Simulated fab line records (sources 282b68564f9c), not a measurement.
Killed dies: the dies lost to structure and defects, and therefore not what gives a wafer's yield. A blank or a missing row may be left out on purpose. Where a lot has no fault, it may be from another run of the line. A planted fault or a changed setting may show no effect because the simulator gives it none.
Which of the tools did it? + flow ritCmos + 39 wafers from 13 lots sampled at 5 of the route's 202 steps

## WHAT THE GAUGES SHOWED, per wafer
RIT_GATE_THK_MEAS_09. Usual: for GATE_POLY_THK the level is 250.4 nm and the standard deviation is 2.5.
| lot  | measured    | on           | GATE_POLY_THK (nm) | flag |
|------|-------------|--------------|--------------------|------|
| L680 | day 2 17:26 | filmMetro-04 | 247.1 248.3 248.8  |      |
| L681 | day 2 22:35 | filmMetro-04 | 249.8 250.9 249.6  |      |
| L683 | day 3 10:23 | filmMetro-04 | 247.4 249.1 248.4  |      |
| L684 | day 3 16:30 | filmMetro-01 | 250.5 252.0 251.4  |      |
| L690 | day 4 13:56 | filmMetro-02 | 250.6 254.3 249.9  |      |
| L693 | day 5 06:28 | filmMetro-01 | 251.5 250.6 251.5  |      |
| L694 | day 5 09:03 | filmMetro-04 | 254.5 258.0 254.6  |      |
| L695 | day 5 15:54 | filmMetro-04 | 254.7 252.7 253.6  |      |
| L697 | day 6 02:07 | filmMetro-01 | 250.8 251.6 249.3  |      |
| L698 | day 6 06:25 | filmMetro-04 | 248.7 247.2 249.7  |      |
| L700 | day 6 15:38 | filmMetro-02 | 251.8 255.5 252.6  |      |
| L701 | day 6 19:35 | filmMetro-04 | 245.9 247.2 244.3  |      |
| L703 | day 7 06:09 | filmMetro-04 | 252.2 251.1 253.6  |      |

RIT_CONTACT_THK_MEAS_01. Usual: for CONTACT_TEOS_THK the level is 402 nm and the standard deviation is 6.6.
| lot  | measured    | on           | CONTACT_TEOS_THK (nm) | flag |
|------|-------------|--------------|-----------------------|------|
| L680 | day 3 08:47 | filmMetro-02 | 398 403 405           |      |
| L681 | day 3 14:37 | filmMetro-04 | 388 400 393           |      |
| L683 | day 4 02:55 | filmMetro-03 | 399 400 402           |      |
| L684 | day 4 07:41 | filmMetro-03 | 396 396 396           |      |
| L690 | day 5 05:31 | filmMetro-02 | 350 390 398           | OFF  |
| L693 | day 5 21:15 | filmMetro-03 | 351 396 398           | OFF  |
| L694 | day 5 23:40 | filmMetro-03 | 405 398 397           |      |
| L695 | day 6 07:28 | filmMetro-03 | 409 403 408           |      |
| L697 | day 6 16:31 | filmMetro-03 | 411 416 410           |      |
| L698 | day 6 21:50 | filmMetro-02 | 393 408 405           |      |
| L700 | day 7 07:04 | filmMetro-03 | 408 416 412           |      |
| L701 | day 7 10:40 | filmMetro-03 | 393 392 399           |      |
| L703 | day 7 21:25 | filmMetro-04 | 403 409 401           |      |

## WHAT TOOL EACH LOT RAN ON (gives the tool, then ch and the chambers of the sampled wafers, and finally the start)
| lot  | RIT_NRETRO_STRIP_09                | RIT_NLDD_STRIP_09                  | RIT_CONTACT_CVD_00             |
|------|------------------------------------|------------------------------------|--------------------------------|
| L680 | plasmaAsher-03 ch 1, day 2 07:59   | plasmaAsher-04 ch 0,1, day 3 00:02 | pecvd-02 ch 0,1,2, day 3 08:43 |
| L681 | plasmaAsher-04 ch 0,1, day 2 13:59 | plasmaAsher-04 ch 0,1, day 3 05:34 | pecvd-04 ch 0,1,2, day 3 14:33 |
| L683 | plasmaAsher-04 ch 0,1, day 3 05:07 | plasmaAsher-02 ch 0,1, day 3 17:28 | pecvd-01 ch 0,1, day 4 02:52   |
| L684 | plasmaAsher-01 ch 1, day 3 10:12   | plasmaAsher-03 ch 0,1, day 3 22:18 | pecvd-04 ch 0,1, day 4 07:38   |
| L690 | plasmaAsher-03 ch 0,1, day 4 08:34 | plasmaAsher-02 ch 0,1, day 4 20:53 | pecvd-04 ch 0,1,2, day 5 05:26 |
| L693 | plasmaAsher-03 ch 0,1, day 4 23:43 | plasmaAsher-02 ch 0,1, day 5 12:25 | pecvd-04 ch 0,1,2, day 5 21:12 |
| L694 | plasmaAsher-04 ch 0,1, day 5 03:45 | plasmaAsher-02 ch 0,1, day 5 15:11 | pecvd-02 ch 0,1,2, day 5 23:37 |
| L695 | plasmaAsher-04 ch 0,1, day 5 09:41 | plasmaAsher-02 ch 0,1, day 5 21:43 | pecvd-01 ch 0,2, day 6 07:25   |
| L697 | plasmaAsher-03 ch 0,1, day 5 19:15 | plasmaAsher-02 ch 0,1, day 6 07:56 | pecvd-02 ch 0,1,2, day 6 16:27 |
| L698 | plasmaAsher-03 ch 0,1, day 6 01:02 | plasmaAsher-03 ch 0,1, day 6 12:13 | pecvd-01 ch 2, day 6 21:45     |
| L700 | plasmaAsher-04 ch 0,1, day 6 10:07 | plasmaAsher-02 ch 0, day 6 22:35   | pecvd-02 ch 1,2, day 7 07:01   |
| L701 | plasmaAsher-04 ch 0,1, day 6 14:14 | plasmaAsher-03 ch 0,1, day 7 01:48 | pecvd-01 ch 0,2, day 7 10:37   |
| L703 | plasmaAsher-04 ch 0,1, day 7 00:25 | plasmaAsher-03 ch 0,1, day 7 12:19 | pecvd-02 ch 0,1, day 7 21:20   |
- RIT_NRETRO_STRIP_09: strips in O2, time 180 s.
- RIT_NLDD_STRIP_09: strips in O2, time 180 s.
- RIT_CONTACT_CVD_00: deposits SiO2 from TEOS, target thk 400 nm, time 61 s.

## AS READ BY THE TOOLS THEMSELVES (means over the sampled wafers that have a number; for cases with no such wafer, the mark the record gives instead)
RIT_NRETRO_STRIP_09. Usual: drypumpMotorCurrentA 6.3 A, standard deviation 0.31.
| lot  | tool           | drypumpMotorCurrentA (A) | flag |
|------|----------------|--------------------------|------|
| L680 | plasmaAsher-03 | 6.2                      |      |
| L681 | plasmaAsher-04 | 6.3                      |      |
| L683 | plasmaAsher-04 | 6.3                      |      |
| L684 | plasmaAsher-01 | 6.4                      |      |
| L690 | plasmaAsher-03 | 6.3                      |      |
| L693 | plasmaAsher-03 | 6.5                      |      |
| L694 | plasmaAsher-04 | 6.0                      |      |
| L695 | plasmaAsher-04 | 6.0                      |      |
| L697 | plasmaAsher-03 | 6.3                      |      |
| L698 | plasmaAsher-03 | 6.5                      |      |
| L700 | plasmaAsher-04 | 6.3                      |      |
| L701 | plasmaAsher-04 | 6.0                      |      |
| L703 | plasmaAsher-04 | 6.0                      |      |

RIT_NLDD_STRIP_09. Usual: drypumpMotorCurrentA 5.8 A, standard deviation 0.65.
| lot  | tool           | drypumpMotorCurrentA (A) | flag |
|------|----------------|--------------------------|------|
| L680 | plasmaAsher-04 | 6.3                      |      |
| L681 | plasmaAsher-04 | 6.3                      |      |
| L683 | plasmaAsher-02 | 5.1                      |      |
| L684 | plasmaAsher-03 | 6.5                      |      |
| L690 | plasmaAsher-02 | 5.2                      |      |
| L693 | plasmaAsher-02 | 5.1                      |      |
| L694 | plasmaAsher-02 | 5.1                      |      |
| L695 | plasmaAsher-02 | 5.1                      |      |
| L697 | plasmaAsher-02 | 5.2                      |      |
| L698 | plasmaAsher-03 | 6.5                      |      |
| L700 | plasmaAsher-02 | 5.3                      |      |
| L701 | plasmaAsher-03 | 6.3                      |      |
| L703 | plasmaAsher-03 | 6.5                      |      |

RIT_CONTACT_CVD_00. Usual: heaterPowerW 330 W, standard deviation 54.
| lot  | tool     | heaterPowerW (W) | flag |
|------|----------|------------------|------|
| L680 | pecvd-02 | 342              |      |
| L681 | pecvd-04 | 324              |      |
| L683 | pecvd-01 | 334              |      |
| L684 | pecvd-04 | 352              |      |
| L690 | pecvd-04 | 271              |      |
| L693 | pecvd-04 | 287              |      |
| L694 | pecvd-02 | 339              |      |
| L695 | pecvd-01 | 333              |      |
| L697 | pecvd-02 | 357              |      |
| L698 | pecvd-01 | 366              |      |
| L700 | pecvd-02 | 346              |      |
| L701 | pecvd-01 | 369              |      |
| L703 | pecvd-02 | 393              |      |

## THE ANSWER, worked out from the rows above alone
Rule: lot off if the mean of its wafers having a number is beyond 3 standard deviations from the usual mean. A lot without any number at a reading at which 4 lots or more have one is off too. Any other lot the step has rows for is counted as sound. After the gauges, taken in route order, come the tools' own readings; for these a lot's mean is taken, as printed above. The first step at which some lot is off is used, and at that step the reading that is off furthest; a lot without a number counts as furthest.
Off: at RIT_CONTACT_THK_MEAS_01 (CONTACT_TEOS_THK), L690, L693.
A tool fits if, at a process step before that reading, it ran every lot that is off, and no sound lot after the first of them. Gauges at RIT_CONTACT_THK_MEAS_01: tried the same way as those tools. One fits: pecvd-04 at RIT_CONTACT_CVD_00. Its last sound lot is L684 (day 4 07:38), its first lot that is off L690 (day 5 05:26): a fault that began between those two fits.

## WHAT HAD BEEN PUT IN BY THE SIMULATOR
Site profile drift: pecvd-04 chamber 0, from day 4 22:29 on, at RIT_CONTACT_CVD_00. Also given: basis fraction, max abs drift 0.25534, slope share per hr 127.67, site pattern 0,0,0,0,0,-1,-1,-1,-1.
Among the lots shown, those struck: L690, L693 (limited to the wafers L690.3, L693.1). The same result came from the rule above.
